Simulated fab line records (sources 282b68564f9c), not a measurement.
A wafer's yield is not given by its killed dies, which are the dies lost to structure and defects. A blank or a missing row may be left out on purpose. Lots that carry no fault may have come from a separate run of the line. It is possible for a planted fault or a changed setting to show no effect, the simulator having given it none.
Comparing a struck lot with a sound one + flow rit cmos + 18 out of 202 route steps
Sound: the wafers L326.1, L326.3, L326.5. Struck: wafers L340.2, L340.4, L340.6. The cause is given at the end.
Each step with rows lists, per side, the tool, then ch with its chambers, then its first start. Under that, the readings that differ: sound wafers + struck wafers + difference of the means + sigmas: that difference in standard deviations of wafers without a fault.
alike: a reading whose means differ by less than 2 such deviations, as well as words and numbers matching on both sides. not compared: withheld readings; readings where some wafer has no value; bounds like >300 that might hide an equal value; numbers whose values overlap and for which the record gives no deviation.
The two part at a step that has a row with sigmas, a row that says differs or no value, or rows on one side only. Numbers that don't overlap but have no deviation are shown without sigmas and don't part them. A reading that every wafer of one side lacks parts them only if that side has two wafers or more.

first, 5 steps without rows for these wafers: RIT_NRETRO_COAT_01 (resist thk 1300 nm); RIT_NRETRO_SOFTBAKE_02 (time 60 s); RIT_NRETRO_EXPOSE_03 (exposes mask M4, target cd 43900 nm); RIT_NRETRO_PEB_04; RIT_NRETRO_DEVELOP_05 (develop time 68 s).
RIT_NRETRO_OVL_MEAS_06:
  sound on overlay-02, day 2 12:34; struck on overlay-02, day 5 10:16
  alike: NRETRO_OVL
then, 2 steps without rows for these wafers: RIT_NRETRO_HARDBAKE_07 (time 120 s); RIT_NRETRO_IMPLANT_08.
RIT_NRETRO_STRIP_09: strips in O2, time 180 s.
  sound on plasma asher-04 ch 0, day 2 13:00; struck on plasma asher-04 ch 0,1, day 5 10:42
  alike: drypump motor current A
  not compared: rf hours counter h
RIT_NRETRO_TW_MEAS_10:
  sound on film metro-04, day 2 13:11; struck on film metro-02, day 5 10:53
  alike: NRETRO_TW
then, 2 steps without rows for these wafers: RIT_PRETRO_HMDS_00 (prime time 60 s); RIT_PRETRO_COAT_01 (resist thk 1300 nm).
RIT_PRETRO_SOFTBAKE_02: time 60 s.
  sound on litho track-03 ch 0, day 2 13:32; struck on litho track-03 ch 0, day 5 11:16
| reading                                     | sound             | struck            | difference | sigmas      |
|---------------------------------------------|-------------------|-------------------|------------|-------------|
| heater power total W (W)                    | 34.57 34.63 34.55 | 39.34 39.39 39.39 | +4.79      | +99 or more |
| plate temp C (C)                            | 89.89 89.94 89.84 | 98.88 98.80 99.01 | +9.01      | +69         |
| model.NOVOLAK_of_PRETRO_COAT_01.thk nm (nm) | 1297 1300 1295    | 1264 1264 1267    | -32        |             |
then, 2 steps without rows for these wafers: RIT_PRETRO_EXPOSE_03 (exposes mask M5, target cd 43700 nm); RIT_PRETRO_PEB_04.
RIT_PRETRO_DEVELOP_05: develop time 68 s.
  sound on litho track-04 ch 0; struck on litho track-03 ch 0
| reading                                     | sound          | struck         | difference | sigmas |
|---------------------------------------------|----------------|----------------|------------|--------|
| model.NOVOLAK_of_PRETRO_COAT_01.thk nm (nm) | 1296 1299 1295 | 1263 1264 1266 | -32        |        |
RIT_PRETRO_OVL_MEAS_06:
  sound on overlay-02, day 2 14:19; struck on overlay-01, day 5 11:49
  alike: PRETRO_OVL
RIT_M1_PROBE_99:
  sound on prober-01, day 3 17:31; struck on prober-01, day 6 14:59
| reading            | sound | struck | difference | sigmas |
|--------------------|-------|--------|------------|--------|
| killed_at_M0_to_M3 | 0 0 0 | 0 0 1  | +0         | +2     |
  alike: killed at contacts, killed at front end, killed dies, killed on rim, killed open, killed short

## WHERE THEY PART
At RIT_PRETRO_SOFTBAKE_02 first; at RIT_M1_PROBE_99 last (within this record only).

WHY: the cause the simulator had injected
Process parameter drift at RIT_PRETRO_SOFTBAKE_02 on litho track-03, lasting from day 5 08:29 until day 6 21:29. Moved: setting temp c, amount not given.
